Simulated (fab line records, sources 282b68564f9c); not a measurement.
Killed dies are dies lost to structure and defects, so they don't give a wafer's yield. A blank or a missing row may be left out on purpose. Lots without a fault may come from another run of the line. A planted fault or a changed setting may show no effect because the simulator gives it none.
Which tool did it? | flow rit_cmos | 15 lots, 45 wafers sampled, at 2 steps of a route of 202

WHAT THE GAUGES READ, wafer by wafer
The record holds no reading of a measuring or inspecting step that can be judged against a usual standard deviation.

WHICH TOOL RAN EACH LOT (tool, then ch and the chambers of the sampled wafers, then the start)
lot  | RIT_CONTACT_STRIP_12                | RIT_M1_PROBE_99
L449 | plasma_asher-04 ch 0,1, day 3 04:46 | -
L450 | plasma_asher-01 ch 0, day 3 11:24   | -
L452 | plasma_asher-03 ch 0,1, day 3 23:34 | -
L453 | plasma_asher-03 ch 0,1, day 4 01:30 | -
L454 | plasma_asher-01 ch 0,1, day 4 04:53 | -
L455 | plasma_asher-04 ch 0,1, day 4 13:49 | -
L458 | plasma_asher-01 ch 0,1, day 5 03:57 | -
L460 | plasma_asher-01 ch 0,1, day 5 21:27 | -
L461 | plasma_asher-01 ch 0,1, day 6 00:27 | -
L462 | plasma_asher-01 ch 0,1, day 6 01:28 | prober-01, day 6 06:11
L463 | plasma_asher-04 ch 0,1, day 6 05:58 | -
L468 | plasma_asher-03 ch 0,1, day 7 08:17 | -
L469 | plasma_asher-04 ch 0,1, day 7 10:14 | -
L471 | plasma_asher-03 ch 0, day 7 18:44   | -
L472 | plasma_asher-03 ch 0,1, day 7 23:05 | -
- RIT_CONTACT_STRIP_12: strips in O2, time 180 s.
- RIT_M1_PROBE_99

WHAT THE TOOLS THEMSELVES READ (means of the sampled wafers that have a number; where no wafer has one, the mark that the record gives instead)
RIT_CONTACT_STRIP_12.
lot  | tool            | drypump_motor_current_A (A) | run_length_s (s)
L449 | plasma_asher-04 | 5.5                         | 208.3
L450 | plasma_asher-01 | 5.9                         | 209.1
L452 | plasma_asher-03 | 5.6                         | 208.8
L453 | plasma_asher-03 | 5.6                         | 209.0
L454 | plasma_asher-01 | 5.2                         | 208.8
L455 | plasma_asher-04 | 5.5                         | 208.6
L458 | plasma_asher-01 | 5.2                         | 208.6
L460 | plasma_asher-01 | 5.2                         | 206.4
L461 | plasma_asher-01 | 5.6                         | 203.5
L462 | plasma_asher-01 | 5.2                         | 205.8
L463 | plasma_asher-04 | 5.5                         | 208.3
L468 | plasma_asher-03 | 5.7                         | 208.7
L469 | plasma_asher-04 | 5.5                         | 208.0
L471 | plasma_asher-03 | 5.7                         | 208.2
L472 | plasma_asher-03 | 5.7                         | 208.5

RIT_M1_PROBE_99.
lot  | tool      | killed_at_contacts | killed_at_front_end | killed_dies | killed_open | killed_short
L462 | prober-01 | 0.0                | 7                   | 7           | 3.3         | 3.7

THE ANSWER, worked out from the rows above alone
Rule: what is usual is taken from the lots themselves. Put in order of their means at a reading, lots are off if they are a third of the lots or fewer, leave a main group of 4 or more, and stand apart from it by a gap of 3 or more times the standard deviation of the main group's means; of several such gaps the widest counts. A main group whose means are all the same, to the digits that the tables above print for the reading, isn't used. A lot without any number at a reading at which 4 lots or more have one is off too. The other lots that the step has rows for count as sound. The gauges are gone through in route order, then the tools' own readings, and for those a lot's mean is taken as printed above. The first step at which some lot is off is used, and at that step the reading that is off furthest; a lot without a number counts as furthest.
Off: L460, L461, L462, at RIT_CONTACT_STRIP_12 (run_length_s). The main group: mean 208.6 s, standard deviation 0.32.
A tool fits if, at that step or a process step before it, it ran every lot that is off, and no sound lot after the first of them. One fits: plasma_asher-01 at RIT_CONTACT_STRIP_12. Its last sound lot is L458 (day 5 03:57), its first lot that is off L460 (day 5 21:27): a fault that began between those two fits.
The tool's own readings at RIT_CONTACT_STRIP_12 bear it out: on the lots that are off they differ by more than 5 times the standard deviation of the sound lots' means. run_length_s reads 205.2 s there against 208.6 s on the sound lots.

WHAT THE SIMULATOR HAD PUT IN
Process parameter drift: plasma_asher-01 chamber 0, from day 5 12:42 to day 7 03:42, at RIT_CONTACT_STRIP_12. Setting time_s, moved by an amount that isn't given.
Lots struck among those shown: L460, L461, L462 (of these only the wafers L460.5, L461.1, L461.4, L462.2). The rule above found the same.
